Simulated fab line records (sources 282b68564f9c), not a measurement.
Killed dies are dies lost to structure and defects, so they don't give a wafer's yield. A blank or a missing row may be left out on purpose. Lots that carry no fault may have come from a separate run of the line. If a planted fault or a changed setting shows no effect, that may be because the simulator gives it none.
Split-lot experiment || flow rit-cmos || on a route of 202 steps: 5 lots, 23 wafers read

## ON THE SPLIT
At RIT_GATE_CVD_08 (deposits poly-Si from SiH4, target thk 250 nm, time 2220 s), the setting sih4-flow-sccm was moved away from the recipe's 100 sccm on 10 of the 23 wafers read, by -4.6% to +7.1%. All remaining wafers had this setting at the recipe value.

No step appears in the file between the split and the reading.

## THE READING
GATE_POLY_THK, in nm, at RIT_GATE_THK_MEAS_09. Typical for fault-free wafers on this fab line: 250.9 nm, with standard deviation 1.8 nm.

{"wafer": "L074.1", "tool, chamber at the split": "-, -", "sih4-flow-sccm as run, sccm": 95.37, "against the recipe": "-4.6%", "GATE_POLY_THK, nm": 236.7, "against lot-mates on the recipe": "no lot-mate on the recipe"}
{"wafer": "L074.2", "tool, chamber at the split": "-, -", "sih4-flow-sccm as run, sccm": 95.37, "against the recipe": "-4.6%", "GATE_POLY_THK, nm": 237.7, "against lot-mates on the recipe": "no lot-mate on the recipe"}
{"wafer": "L074.4", "tool, chamber at the split": "-, -", "sih4-flow-sccm as run, sccm": 95.37, "against the recipe": "-4.6%", "GATE_POLY_THK, nm": 236.9, "against lot-mates on the recipe": "no lot-mate on the recipe"}
{"wafer": "L074.5", "tool, chamber at the split": "-, -", "sih4-flow-sccm as run, sccm": 95.37, "against the recipe": "-4.6%", "GATE_POLY_THK, nm": 235.3, "against lot-mates on the recipe": "no lot-mate on the recipe"}
{"wafer": "L074.6", "tool, chamber at the split": "-, -", "sih4-flow-sccm as run, sccm": 95.37, "against the recipe": "-4.6%", "GATE_POLY_THK, nm": 237.8, "against lot-mates on the recipe": "no lot-mate on the recipe"}
{"wafer": "L076.1", "tool, chamber at the split": "lpcvd-01, 0", "sih4-flow-sccm as run, sccm": 100, "against the recipe": "recipe", "GATE_POLY_THK, nm": 250.6, "against lot-mates on the recipe": "-"}
{"wafer": "L076.2", "tool, chamber at the split": "lpcvd-01, 0", "sih4-flow-sccm as run, sccm": 100, "against the recipe": "recipe", "GATE_POLY_THK, nm": 250.9, "against lot-mates on the recipe": "-"}
{"wafer": "L076.5", "tool, chamber at the split": "lpcvd-01, 0", "sih4-flow-sccm as run, sccm": 100, "against the recipe": "recipe", "GATE_POLY_THK, nm": 252.0, "against lot-mates on the recipe": "-"}
{"wafer": "L078.1", "tool, chamber at the split": "-, -", "sih4-flow-sccm as run, sccm": 107.1, "against the recipe": "+7.1%", "GATE_POLY_THK, nm": 267.9, "against lot-mates on the recipe": "no lot-mate on the recipe"}
{"wafer": "L078.2", "tool, chamber at the split": "-, -", "sih4-flow-sccm as run, sccm": 107.1, "against the recipe": "+7.1%", "GATE_POLY_THK, nm": 266.1, "against lot-mates on the recipe": "no lot-mate on the recipe"}
{"wafer": "L078.4", "tool, chamber at the split": "-, -", "sih4-flow-sccm as run, sccm": 107.1, "against the recipe": "+7.1%", "GATE_POLY_THK, nm": 268.1, "against lot-mates on the recipe": "no lot-mate on the recipe"}
{"wafer": "L078.5", "tool, chamber at the split": "-, -", "sih4-flow-sccm as run, sccm": 107.1, "against the recipe": "+7.1%", "GATE_POLY_THK, nm": 265.4, "against lot-mates on the recipe": "no lot-mate on the recipe"}
{"wafer": "L078.6", "tool, chamber at the split": "-, -", "sih4-flow-sccm as run, sccm": 107.1, "against the recipe": "+7.1%", "GATE_POLY_THK, nm": 266.6, "against lot-mates on the recipe": "no lot-mate on the recipe"}
{"wafer": "L083.1", "tool, chamber at the split": "-, -", "sih4-flow-sccm as run, sccm": 100, "against the recipe": "recipe", "GATE_POLY_THK, nm": 255.0, "against lot-mates on the recipe": "-"}
{"wafer": "L083.2", "tool, chamber at the split": "-, -", "sih4-flow-sccm as run, sccm": 100, "against the recipe": "recipe", "GATE_POLY_THK, nm": 254.1, "against lot-mates on the recipe": "-"}
{"wafer": "L083.3", "tool, chamber at the split": "-, -", "sih4-flow-sccm as run, sccm": 100, "against the recipe": "recipe", "GATE_POLY_THK, nm": 252.2, "against lot-mates on the recipe": "-"}
{"wafer": "L083.4", "tool, chamber at the split": "-, -", "sih4-flow-sccm as run, sccm": 100, "against the recipe": "recipe", "GATE_POLY_THK, nm": 252.3, "against lot-mates on the recipe": "-"}
{"wafer": "L083.6", "tool, chamber at the split": "-, -", "sih4-flow-sccm as run, sccm": 100, "against the recipe": "recipe", "GATE_POLY_THK, nm": 253.5, "against lot-mates on the recipe": "-"}
{"wafer": "L084.1", "tool, chamber at the split": "-, -", "sih4-flow-sccm as run, sccm": 100, "against the recipe": "recipe", "GATE_POLY_THK, nm": 253.0, "against lot-mates on the recipe": "-"}
{"wafer": "L084.2", "tool, chamber at the split": "-, -", "sih4-flow-sccm as run, sccm": 100, "against the recipe": "recipe", "GATE_POLY_THK, nm": 254.2, "against lot-mates on the recipe": "-"}
{"wafer": "L084.3", "tool, chamber at the split": "-, -", "sih4-flow-sccm as run, sccm": 100, "against the recipe": "recipe", "GATE_POLY_THK, nm": 253.0, "against lot-mates on the recipe": "-"}
{"wafer": "L084.4", "tool, chamber at the split": "-, -", "sih4-flow-sccm as run, sccm": 100, "against the recipe": "recipe", "GATE_POLY_THK, nm": 253.5, "against lot-mates on the recipe": "-"}
{"wafer": "L084.5", "tool, chamber at the split": "-, -", "sih4-flow-sccm as run, sccm": 100, "against the recipe": "recipe", "GATE_POLY_THK, nm": 253.9, "against lot-mates on the recipe": "-"}

THE FIT
A straight line over all 23 wafers: GATE_POLY_THK changes by +2.47 nm for each +1% of sih4-flow-sccm; r = +0.97; the points scatter about the line by 2.5 nm.
Too few moved wafers have a lot-mate on the recipe to fit a line with each lot's own level taken away.

## THE WHOLE CHAIN: every reading that the file lists as answering this split, in the file's order
{"step": "RIT_GATE_CVD_08", "what it does": "deposits poly-Si from SiH4, target thk 250 nm, time 2220 s", "reading": "poly-Si_of_GATE_CVD_08.thk-nm (the simulator's own value, which no gauge read)", "change (the file's fit)": "+2.47 nm for each +1% of the setting", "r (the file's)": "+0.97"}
{"step": "RIT_GATE_THK_MEAS_09", "what it does": "", "reading": "GATE_POLY_THK", "change (the file's fit)": "+2.47 for each +1% of the setting", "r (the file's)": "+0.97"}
{"step": "RIT_GATE_ETCH_19", "what it does": "etches poly-Si in SF6/CHF3/O2, stops on SiO2, time 165 s, target depth 312.5 nm", "reading": "GATE.feature-depth-nm (the simulator's own value, which no gauge read)", "change (the file's fit)": "+2.47 nm for each +1% of the setting", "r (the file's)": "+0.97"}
{"step": "RIT_GATE_ETCH_19", "what it does": "etches poly-Si in SF6/CHF3/O2, stops on SiO2, time 165 s, target depth 312.5 nm", "reading": "etch.depth-nm (the simulator's own value, which no gauge read)", "change (the file's fit)": "+2.47 nm for each +1% of the setting", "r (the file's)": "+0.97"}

## THE FILE'S OWN FIT
GATE_POLY_THK changes by +2.47 nm for each +1% of sih4-flow-sccm, r = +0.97.
